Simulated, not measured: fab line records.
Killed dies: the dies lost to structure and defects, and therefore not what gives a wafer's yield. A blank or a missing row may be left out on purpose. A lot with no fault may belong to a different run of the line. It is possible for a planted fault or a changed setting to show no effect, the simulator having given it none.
fab line records + flow ritCmos
[record]
- lots = 6
- wafers = 18
- lastDay = 8
route steps=202 shown CONTACT@177 M1@184
lots untouched by any fault: they come from a run of this same line in which no faults occurred
startH: hours from the record's first day to the start of the lot's first wafer shown + waitH: hours from the lot's prior step to this one + " same as the row above + L1.1+2: a row that stands for several wafers + - no value, or no start was given + * or withheld: withheld + < > ~ a bound
route shown NAME@n: a module of which the file shows steps, and the number in the route of the first + usual: the fault-free wafers' mean and standard deviation + same: alike in all rows + chamber/n: place in a boat + sites: each site's reading + _std_site: standard deviation of those values + _edge_site: outer sites' mean less inner sites' + radiusMm: for every site, how far away it sits from the centre of the wafer + mask NAME#n: copy n + behind: the most recent tool/chamber to have shaped the wafer + hold: why the lot went on hold/how many hours it stayed there/how the hold came to an end + device: the n, p or np transistor that did not switch + end of line: tests run on the same wafers once the route is complete + a step with no rows: only its recipe + killed: dies that structure and defects cost at the first sort, which is not the same as the wafer's yield + map: a wafer's dies, marking killed ones x, the rest . and places with no die _
set.NAME: the run value of the setting; set.NAME@STEP: its run value at that earlier step + model.NAME: the simulator's own value behind a step, which no gauge read
certain route steps with their lots: each step a table, each wafer a row
services: from which hour (startH, from the record's first day; less than 0 if before it) a tool's chamber was out of use, for how many hours, and why
[[steps]]
[step RIT_CONTACT_OVL_MEAS_09]
[usual]
- CONTACT_OVL = -0.4/1.7
| lot.wafer | tool       | chamber | startH | waitH | CONTACT_OVL[nm] |
|-----------|------------|---------|--------|-------|-----------------|
| L140.1    | overlay-01 | -       | 63.53  | 0.1   | -4.0            |
| L140.2    | "          | -       | "      | "     | -3.2            |
| L140.4    | "          | -       | "      | "     | -5.0            |
| L147.1    | overlay-01 | -       | 106.14 | 0.1   | -0.3            |
| L147.2    | "          | -       | "      | "     | 0.1             |
| L147.4    | "          | -       | "      | "     | -0.1            |
| L151.4    | overlay-01 | -       | 122.96 | 0.1   | -0.6            |
| L151.5    | "          | -       | "      | "     | -0.5            |
| L151.6    | "          | -       | "      | "     | -0.7            |
| L158.3    | overlay-01 | -       | 161.58 | 0.1   | -0.9            |
| L158.5    | "          | -       | "      | "     | -0.2            |
| L158.6    | "          | -       | "      | "     | -0.2            |
| L159.4    | overlay-01 | -       | 165.81 | 0.1   | -2.0            |
| L159.5    | "          | -       | "      | "     | -0.9            |
| L159.6    | "          | -       | "      | "     | -2.6            |
| L161.3    | overlay-01 | -       | 183.76 | 0.1   | 2.4             |
| L161.4    | "          | -       | "      | "     | 1.0             |
| L161.5    | "          | -       | "      | "     | 1.4             |
[step RIT_CONTACT_HARDBAKE_10]
[recipe]
- resist = NOVOLAK
- tempC = 140
- timeS = 60
[step RIT_CONTACT_ETCH_11]
[recipe]
- targetDepthA = 4800
- overEtchFrac = 0.2
- stopOn = TiSi2
- chemistry = CHF3/CF4/Ar
- target = SiO2
- CHF3_flow_sccm = 50
- cf4FlowSccm = 10
- Ar_flow_sccm = 100
- O2_flow_sccm = 5
- pressureMtorr = 100
- rfW = 200
- timeS = 320
[usual]
- drypumpMotorCurrentA = 5.9/0.39
- oesProductAu = 0.990/0.0096
- throttleValvePct = 8.89/0.14
[same]
- timeS = 320
| lot.wafer | tool       | chamber | startH | waitH | drypumpMotorCurrentA | oesProductAu | rfHoursCounterH | throttleValvePct |
|-----------|------------|---------|--------|-------|----------------------|--------------|-----------------|------------------|
| L140.1    | rieDiel-02 | 3       | 63.71  | 0.1   | 6.6                  | 0.996        | 10              | 8.75             |
| L140.2    | "          | 2       | "      | "     | 6.0                  | 0.989        | 0               | 9.11             |
| L140.4    | "          | 0       | "      | "     | 5.8                  | 0.986        | 135             | 8.83             |
| L147.1    | rieDiel-03 | 0       | 106.33 | 0.1   | 6.2                  | 0.971        | 8               | 9.02             |
| L147.2    | "          | 1       | "      | "     | 6.0                  | 0.989        | 129             | 9.04             |
| L147.4    | "          | 3       | "      | "     | 6.0                  | 1.004        | 53              | 8.58             |
| L151.4    | rieDiel-04 | 3       | 123.13 | 0.1   | 6.0                  | 0.980        | 154             | 8.81             |
| L151.5    | "          | 0       | "      | "     | 5.5                  | 0.992        | -               | 8.76             |
| L151.6    | "          | 1       | "      | "     | 5.9                  | 1.003        | -               | 8.93             |
| L158.3    | rieDiel-02 | 1       | 161.76 | 0.1   | 5.8                  | 0.979        | 148             | 8.88             |
| L158.5    | "          | 1       | "      | "     | 5.8                  | 0.992        | -               | 8.89             |
| L158.6    | "          | 0       | "      | "     | 5.8                  | 0.981        | -               | 8.83             |
| L159.4    | rieDiel-04 | 3       | 165.97 | 0.1   | 6.0                  | 0.971        | 0               | 8.82             |
| L159.5    | "          | 1       | "      | "     | 5.9                  | 0.995        | -               | 8.94             |
| L159.6    | "          | 2       | "      | "     | 5.2                  | 0.989        | -               | 9.05             |
| L161.3    | rieDiel-02 | 2       | 183.94 | 0.1   | 6.0                  | 0.991        | 3               | 9.12             |
| L161.4    | "          | 0       | "      | "     | 5.8                  | 0.992        | -               | 8.83             |
| L161.5    | "          | 3       | "      | "     | 6.6                  | 1.018        | -               | 8.78             |
[step RIT_CONTACT_STRIP_12]
[recipe]
- chemistry = O2
- timeS = 180
- resist = NOVOLAK
- platenTempC = withheld
- powerW = 500
- pressureMtorr = 4000
- o2FlowSccm = 4000
[usual]
- drypumpMotorCurrentA = 5.71/0.19
[same]
- timeS = 180
| lot.wafer | tool           | chamber | startH | waitH | drypumpMotorCurrentA | rfHoursCounterH |
|-----------|----------------|---------|--------|-------|----------------------|-----------------|
| L140.1    | plasmaAsher-01 | 0       | 63.91  | 0.1   | 5.56                 | 42              |
| L140.2    | "              | 1       | "      | "     | 6.07                 | 42              |
| L140.4    | "              | 0       | "      | "     | 5.56                 | -               |
| L147.1    | plasmaAsher-03 | 1       | 106.53 | 0.1   | 5.62                 | 46              |
| L147.2    | "              | 0       | "      | "     | 5.54                 | 46              |
| L147.4    | "              | 1       | "      | "     | 5.64                 | -               |
| L151.4    | plasmaAsher-03 | 1       | 123.38 | 0.2   | 5.65                 | -               |
| L151.5    | "              | 0       | "      | "     | 5.54                 | -               |
| L151.6    | "              | 1       | "      | "     | 5.66                 | -               |
| L158.3    | plasmaAsher-04 | 0       | 162.01 | 0.2   | 5.93                 | -               |
| L158.5    | "              | 1       | "      | "     | 5.65                 | -               |
| L158.6    | "              | 0       | "      | "     | 5.93                 | -               |
| L159.4    | plasmaAsher-03 | 1       | 166.23 | 0.2   | 5.67                 | -               |
| L159.5    | "              | 1       | "      | "     | 5.63                 | -               |
| L159.6    | "              | 0       | "      | "     | 5.54                 | -               |
| L161.3    | plasmaAsher-01 | 0       | 184.19 | 0.2   | 5.54                 | -               |
| L161.4    | "              | 1       | "      | "     | 6.06                 | -               |
| L161.5    | "              | 0       | "      | "     | 5.57                 | -               |
[step RIT_CONTACT_CD_MEAS_90]
[recipe]
- targetCdNm = 1000
[usual]
- cdNm = 999.8/1.9
| lot.wafer | tool     | chamber | startH | waitH | cdNm   |
|-----------|----------|---------|--------|-------|--------|
| L140.1    | cdSem-02 | -       | 64.08  | 0.1   | 1001.1 |
| L140.2    | "        | -       | "      | "     | 1001.9 |
| L140.4    | "        | -       | "      | "     | 1002.5 |
| L147.1    | cdSem-02 | -       | 106.70 | 0.1   | 999.1  |
| L147.2    | "        | -       | "      | "     | 998.2  |
| L147.4    | "        | -       | "      | "     | 999.2  |
| L151.4    | cdSem-02 | -       | 123.56 | 0.1   | 998.1  |
| L151.5    | "        | -       | "      | "     | 1000.0 |
| L151.6    | "        | -       | "      | "     | 997.6  |
| L158.3    | cdSem-02 | -       | 162.17 | 0.1   | 1003.8 |
| L158.5    | "        | -       | "      | "     | 1000.2 |
| L158.6    | "        | -       | "      | "     | 1000.7 |
| L159.4    | cdSem-02 | -       | 166.40 | 0.1   | 1000.8 |
| L159.5    | "        | -       | "      | "     | 998.4  |
| L159.6    | "        | -       | "      | "     | 999.6  |
| L161.3    | cdSem-01 | -       | 184.34 | 0.1   | 997.1  |
| L161.4    | "        | -       | "      | "     | 998.4  |
| L161.5    | "        | -       | "      | "     | 996.8  |
[step RIT_CONTACT_CLEAN_13]
[recipe]
- chemistry = SC1
- mix = 3:3:50
- timeS = 600
- tempC = 75
[step RIT_CONTACT_CLEAN_14]
[recipe]
- chemistry = SC2
- mix = 3:3:50
- timeS = 600
- tempC = 75
- dry = n2Spin
[step RIT_M1_SPUTTER_00]
[recipe]
- material = Al
- targetThkNm = 400
- powerW = 2000
- chamberPressurePa = 0.4
- gas = Ar
- timeS = 500
- substrateTempC = 25
[usual]
- throttleValvePct = 29.7/1.1
[same]
- timeS = 500
| lot.wafer | tool          | chamber | startH | waitH | throttleValvePct |
|-----------|---------------|---------|--------|-------|------------------|
| L140.1    | pvdSputter-01 | -       | 64.55  | 0.0   | 28.2             |
| L140.2    | "             | -       | "      | "     | 31.6             |
| L140.4    | "             | -       | "      | "     | 30.8             |
| L147.1    | pvdSputter-04 | -       | 107.19 | 0.0   | 30.0             |
| L147.2    | "             | -       | "      | "     | 30.4             |
| L147.4    | "             | -       | "      | "     | 29.9             |
| L151.4    | pvdSputter-03 | -       | 123.97 | 0.0   | 28.3             |
| L151.5    | "             | -       | "      | "     | 29.0             |
| L151.6    | "             | -       | "      | "     | 29.1             |
| L158.3    | pvdSputter-01 | -       | 162.60 | 0.0   | 30.8             |
| L158.5    | "             | -       | "      | "     | 31.1             |
| L158.6    | "             | -       | "      | "     | 29.2             |
| L159.4    | pvdSputter-03 | -       | 166.81 | 0.0   | 29.0             |
| L159.5    | "             | -       | "      | "     | 30.7             |
| L159.6    | "             | -       | "      | "     | 29.1             |
| L161.3    | pvdSputter-03 | -       | 184.77 | 0.0   | 28.2             |
| L161.4    | "             | -       | "      | "     | 29.2             |
| L161.5    | "             | -       | "      | "     | 29.1             |
[step RIT_M1_RS_MEAS_01]
[recipe]
- thkMeasGauge = four-point-probe
- reads = Al_of_M1_SPUTTER_00
[usual]
- M1_AL_RS = 0.0735/0.00076
| lot.wafer | tool         | chamber | startH | waitH | M1_AL_RS[ohm/sq] |
|-----------|--------------|---------|--------|-------|------------------|
| L140.1    | filmMetro-03 | -       | 64.85  | 0.1   | 0.0736           |
| L140.2    | "            | -       | "      | "     | 0.0753           |
| L140.4    | "            | -       | "      | "     | 0.0740           |
| L147.1    | filmMetro-04 | -       | 107.48 | 0.1   | 0.0745           |
| L147.2    | "            | -       | "      | "     | 0.0738           |
| L147.4    | "            | -       | "      | "     | 0.0740           |
| L151.4    | filmMetro-04 | -       | 124.32 | 0.2   | 0.0754           |
| L151.5    | "            | -       | "      | "     | 0.0737           |
| L151.6    | "            | -       | "      | "     | 0.0740           |
| L158.3    | filmMetro-03 | -       | 162.93 | 0.2   | 0.0728           |
| L158.5    | "            | -       | "      | "     | 0.0730           |
| L158.6    | "            | -       | "      | "     | 0.0731           |
| L159.4    | filmMetro-02 | -       | 167.17 | 0.2   | 0.0720           |
| L159.5    | "            | -       | "      | "     | 0.0739           |
| L159.6    | "            | -       | "      | "     | 0.0728           |
| L161.3    | filmMetro-04 | -       | 185.11 | 0.2   | 0.0745           |
| L161.4    | "            | -       | "      | "     | 0.0720           |
| L161.5    | "            | -       | "      | "     | 0.0730           |
[step RIT_M1_THK_MEAS_02]
[recipe]
- thkMeasGauge = xrf
- reads = Al_of_M1_SPUTTER_00
[usual]
- M1_AL_THK = 408/5.2
| lot.wafer | tool         | chamber | startH | waitH | M1_AL_THK[nm] |
|-----------|--------------|---------|--------|-------|---------------|
| L140.1    | filmMetro-03 | -       | 64.97  | 0.1   | 411           |
| L140.2    | "            | -       | "      | "     | 400           |
| L140.4    | "            | -       | "      | "     | 407           |
| L147.1    | filmMetro-04 | -       | 107.60 | 0.1   | 400           |
| L147.2    | "            | -       | "      | "     | 407           |
| L147.4    | "            | -       | "      | "     | 405           |
| L151.4    | filmMetro-04 | -       | 124.41 | 0.1   | 396           |
| L151.5    | "            | -       | "      | "     | 407           |
| L151.6    | "            | -       | "      | "     | 400           |
| L158.3    | filmMetro-03 | -       | 163.03 | 0.1   | 417           |
| L158.5    | "            | -       | "      | "     | 413           |
| L158.6    | "            | -       | "      | "     | 416           |
| L159.4    | filmMetro-02 | -       | 167.26 | 0.1   | 409           |
| L159.5    | "            | -       | "      | "     | 403           |
| L159.6    | "            | -       | "      | "     | 405           |
| L161.3    | filmMetro-04 | -       | 185.21 | 0.1   | 402           |
| L161.4    | "            | -       | "      | "     | 414           |
| L161.5    | "            | -       | "      | "     | 411           |
[step RIT_M1_HMDS_03]
[recipe]
- primeTimeS = 60
- primeTempC = 140
[step RIT_M1_COAT_04]
[recipe]
- resist = NOVOLAK
- spinRpm = 2000
- resistThkNm = 1300
[step RIT_M1_SOFTBAKE_05]
[recipe]
- resist = NOVOLAK
- tempC = 90
- timeS = 60
[usual]
- heaterPowerTotalW = 34.57/0.051
- plateTempC = 90.00/0.11
[same]
- timeS = 60
| lot.wafer | tool          | chamber | startH | waitH | heaterPowerTotalW | plateTempC |
|-----------|---------------|---------|--------|-------|-------------------|------------|
| L140.1    | lithoTrack-04 | 0       | 65.33  | 0.1   | 34.58             | 90.12      |
| L140.2    | "             | 0       | "      | "     | 34.63             | 89.93      |
| L140.4    | "             | 0       | "      | "     | 34.61             | 90.01      |
| L147.1    | lithoTrack-01 | 0       | 107.96 | 0.1   | 34.52             | 89.87      |
| L147.2    | "             | 0       | "      | "     | 34.63             | 89.88      |
| L147.4    | "             | 0       | "      | "     | 34.52             | 90.03      |
| L151.4    | lithoTrack-03 | 0       | 124.82 | 0.1   | 34.57             | 90.03      |
| L151.5    | "             | 0       | "      | "     | 34.57             | 89.92      |
| L151.6    | "             | 0       | "      | "     | 34.56             | 89.96      |
| L158.3    | lithoTrack-03 | 0       | 163.42 | 0.1   | 33.78             | 88.40      |
| L158.5    | "             | 0       | "      | "     | 33.69             | 88.48      |
| L158.6    | "             | 0       | "      | "     | 33.56             | 88.28      |
| L159.4    | lithoTrack-03 | 0       | 167.66 | 0.1   | 33.68             | 88.49      |
| L159.5    | "             | 0       | "      | "     | 33.76             | 88.47      |
| L159.6    | "             | 0       | "      | "     | 33.80             | 88.43      |
| L161.3    | lithoTrack-01 | 0       | 185.60 | 0.1   | 34.57             | 89.92      |
| L161.4    | "             | 0       | "      | "     | 34.59             | 90.14      |
| L161.5    | "             | 0       | "      | "     | 34.60             | 89.97      |
[step RIT_M1_EXPOSE_06]
[recipe]
- maskId = M12
- na = 0.6
- sourceShape = conventional
- sigmaOuter = 0.5
- targetCdNm = 2600
- doseMj = 250
[step RIT_M1_PROBE_99]
[usual]
- defectLimitedYield = 97.6/1.2
- killedAtContacts = 0.1/0.23
- killedAtFrontEnd = 6/3.1
- killedDies = 6/3.1
- killedOpen = 3.2/1.9
- killedShort = 3.2/2.1
- sort_bin_3_pad_short = 0.1/0.22
- sort_bin_5_function = 1.5/0.86
- sort_bin_6_memory = 0.9/0.61
- sortNPass = 258/3.1
- sortYieldPct = 97.6/1.2
[same]
- grossDies = 264
- killed_at_M0_to_M3 = 0
- killed_at_M4_up = 0
- killedAtBackSide = 0
- killedAtOther = 0
| lot.wafer | tool      | chamber | startH | waitH | defectLimitedYield[%] | killedAtContacts | killedAtFrontEnd | killedDies | killedOpen | killedShort | sort_bin_3_pad_short[%] | sort_bin_5_function[%] | sort_bin_6_memory[%] | sortNPass | sortYieldPct[%] |
|-----------|-----------|---------|--------|-------|-----------------------|------------------|------------------|------------|------------|-------------|-------------------------|------------------------|----------------------|-----------|-----------------|
| L140.1    | prober-02 | -       | 68.69  | 0.1   | 97.3                  | 0                | 7                | 7          | 4          | 3           | 0                       | 2.7                    | 0                    | 257       | 97.3            |
| L140.2    | prober-02 | -       | 68.74  | 0.1   | 98.1                  | 0                | 5                | 5          | 2          | 3           | 0.4                     | 1.1                    | 0.4                  | 259       | 98.1            |
| L140.4    | prober-02 | -       | 68.84  | 0.2   | 98.9                  | 0                | 3                | 3          | 3          | 0           | 0                       | 0.8                    | 0.4                  | 261       | 98.9            |
| L147.1    | prober-01 | -       | 111.56 | 0.1   | 98.1                  | 0                | 5                | 5          | 3          | 2           | 0                       | 1.1                    | 0.8                  | 259       | 98.1            |
| L147.2    | prober-01 | -       | 111.61 | 0.1   | 98.5                  | 0                | 4                | 4          | 3          | 1           | 0                       | 0.4                    | 1.1                  | 260       | 98.5            |
| L147.4    | prober-01 | -       | 111.71 | 0.2   | 98.5                  | 0                | 4                | 4          | 4          | 0           | 0                       | 0.4                    | 1.1                  | 260       | 98.5            |
| L151.4    | prober-01 | -       | 158.89 | 0.2   | 98.5                  | 0                | 4                | 4          | 2          | 2           | 0                       | 0.8                    | 0.8                  | 260       | 98.5            |
| L151.5    | prober-01 | -       | 158.94 | 0.2   | 98.1                  | 0                | 5                | 5          | 2          | 3           | 0                       | 1.5                    | 0.4                  | 259       | 98.1            |
| L151.6    | prober-01 | -       | 158.99 | 0.2   | 97.0                  | 0                | 8                | 8          | 5          | 3           | 0                       | 1.5                    | 1.5                  | 256       | 97.0            |
| L158.3    | prober-02 | -       | 166.88 | 0.2   | 97.3                  | 0                | 7                | 7          | 6          | 1           | 0                       | 1.9                    | 0.8                  | 257       | 97.3            |
| L158.5    | prober-02 | -       | 166.98 | 0.2   | 97.0                  | 0                | 8                | 8          | 6          | 2           | 0                       | 2.3                    | 0.8                  | 256       | 97.0            |
| L158.6    | prober-02 | -       | 167.03 | 0.2   | 97.3                  | 1                | 6                | 7          | 3          | 4           | 0                       | 1.9                    | 0.8                  | 257       | 97.3            |
| L159.4    | prober-01 | -       | 171.28 | 0.2   | 95.5                  | 0                | 12               | 12         | 2          | 7           | 1.1                     | 2.3                    | 1.1                  | 252       | 95.5            |
| L159.5    | prober-01 | -       | 171.33 | 0.2   | 98.5                  | 0                | 4                | 4          | 3          | 1           | 0                       | 0.8                    | 0.8                  | 260       | 98.5            |
| L159.6    | prober-01 | -       | 171.38 | 0.2   | 99.6                  | 0                | 1                | 1          | 1          | 0           | 0                       | 0.4                    | 0                    | 263       | 99.6            |
| L161.3    | prober-02 | -       | 188.89 | 0.2   | 99.2                  | 0                | 2                | 2          | 0          | 2           | 0                       | 0.8                    | 0                    | 262       | 99.2            |
| L161.4    | prober-02 | -       | 188.94 | 0.2   | 95.1                  | 0                | 13               | 13         | 7          | 5           | 0                       | 3.0                    | 1.9                  | 251       | 95.1            |
| L161.5    | prober-02 | -       | 188.99 | 0.2   | 97.0                  | 0                | 8                | 8          | 5          | 2           | 0.4                     | 1.1                    | 1.5                  | 256       | 97.0            |
// killed by level:class
L140.1 SILICIDE:geometricParticle:open=2 FOX1:geometricParticle:open=1 GATE:geometricParticle:short=1 GATE:geometricParticle:open=1 SPACER:geometricParticle:short=1 SILICIDE:geometricParticle:short=1
L140.2 FOX1:geometricParticle:open=1 FOX1:geometricParticle:short=1 GATE:geometricParticle:short=1 GATE:geometricParticle:open=1 REOX:geometricParticle:short=1
L140.4 GATE:geometricParticle:open=1 REOX:geometricParticle:open=1 SPACER:geometricParticle:open=1
L147.1 GATE:geometricParticle:open=2 FOX2:geometricParticle:open=1 GATE:geometricParticle:short=1 SILICIDE:geometricParticle:short=1
L147.2 GATE:geometricParticle:open=3 GATE:geometricParticle:short=1
L147.4 GATE:geometricParticle:open=2 FOX1:geometricParticle:open=1 REOX:geometricParticle:open=1
L151.4 FOX1:geometricParticle:short=1 FOX2:geometricParticle:open=1 SILICIDE:geometricParticle:open=1 SILICIDE:geometricParticle:short=1
L151.5 FOX1:geometricParticle:open=1 GATE:geometricParticle:short=1 GATE:geometricParticle:open=1 SPACER:geometricParticle:short=1 SILICIDE:geometricParticle:short=1
L151.6 FOX1:geometricParticle:open=2 GATE:geometricParticle:short=2 GATE:geometricParticle:open=2 FOX2:geometricParticle:short=1 SPACER:geometricParticle:open=1
L158.3 REOX:geometricParticle:open=3 FOX1:geometricParticle:open=2 SPACER:geometricParticle:short=1 SILICIDE:geometricParticle:open=1
L158.5 GATE:geometricParticle:open=3 REOX:geometricParticle:open=2 FOX1:geometricParticle:open=1 FOX1:geometricParticle:short=1 SPACER:geometricParticle:short=1
L158.6 FOX1:geometricParticle:short=3 ACTIVE:geometricParticle:open=1 FOX1:geometricParticle:open=1 GATE:geometricParticle:open=1 CONTACT:geometricParticle:short=1
L159.4 GATE:geometricParticle:short=3 PRETRO:coatMicrobubblePrinted=3 SILICIDE:geometricParticle:short=2 FOX1:geometricParticle:short=1 FOX2:geometricParticle:open=1 REOX:geometricParticle:short=1 SPACER:geometricParticle:open=1
L159.5 FOX1:geometricParticle:open=2 GATE:geometricParticle:open=1 SILICIDE:geometricParticle:short=1
L159.6 FOX1:geometricParticle:open=1
L161.3 GATE:geometricParticle:short=2
L161.4 GATE:geometricParticle:open=6 GATE:geometricParticle:short=3 FOX1:geometricParticle:short=2 FOX1:geometricParticle:open=1 PLDD:coatMicrobubblePrinted=1
L161.5 GATE:geometricParticle:open=3 GATE:geometricParticle:short=2 SILICIDE:geometricParticle:open=2 PLDD:coatMicrobubblePrinted=1
[[services]]
| tool           | chamber | startH | hours | kind          |
|----------------|---------|--------|-------|---------------|
| plasmaAsher-03 | -       | 44.25  | 10.6  | repair        |
| rieDiel-03     | 1       | 65.39  | 15.9  | repair        |
| rieDiel-04     | 1       | 68.21  | 5.2   | repair        |
| pvdSputter-04  | -       | 79.59  | 9.4   | repair        |
| rieDiel-03     | 1       | 90.83  | 2.7   | repair        |
| rieDiel-02     | -       | 107.92 | 1.0   | repair        |
| plasmaAsher-03 | -       | 108.75 | 9.0   | pm            |
| plasmaAsher-03 | 0       | 108.75 | 9.0   | ventCycle     |
| plasmaAsher-03 | 1       | 108.75 | 9.0   | ventCycle     |
| plasmaAsher-03 | 0       | 117.75 | -     | clean         |
| plasmaAsher-03 | 1       | 117.75 | -     | clean         |
| plasmaAsher-04 | -       | 125.17 | 1.5   | repair        |
| rieDiel-04     | 3       | 126.21 | -     | clean         |
| rieDiel-04     | 3       | 126.21 | 27.3  | scheduledDown |
| rieDiel-04     | 3       | 126.21 | 27.3  | ventCycle     |
| rieDiel-03     | -       | 130.78 | 2.8   | pm            |
| rieDiel-02     | 3       | 153.81 | 5.6   | repair        |
| plasmaAsher-01 | -       | 160.25 | 2.8   | pm            |
| rieDiel-02     | 1       | 164.93 | -     | clean         |
| pvdSputter-03  | -       | 168.04 | 1.4   | repair        |
[[key]]
[firstSign]
- step = RIT_M1_SOFTBAKE_05
- reading = heaterPowerTotalW
- direction = down
- sigmas = 17
- usual = 34.57
- struck = 33.71
[effect]
- step = RIT_M1_SOFTBAKE_05
- reading = plateTempC
- direction = down
- sigmas = 15
- usual = *
- struck = *
metAt RIT_M1_SOFTBAKE_05
struckWafers L158.3,L158.5,L158.6,L159.4,L159.5,L159.6
onsetBetween 124.82 163.42
[fault]
- kind = processParameterDrift
- tool = lithoTrack-03
- chamber = -
- onsetH = 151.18
- steps = RIT_M1_SOFTBAKE_05
- channel = tempC
- offset = *
- shape = step
- endH = 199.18
- actsIn = *
- stated = *
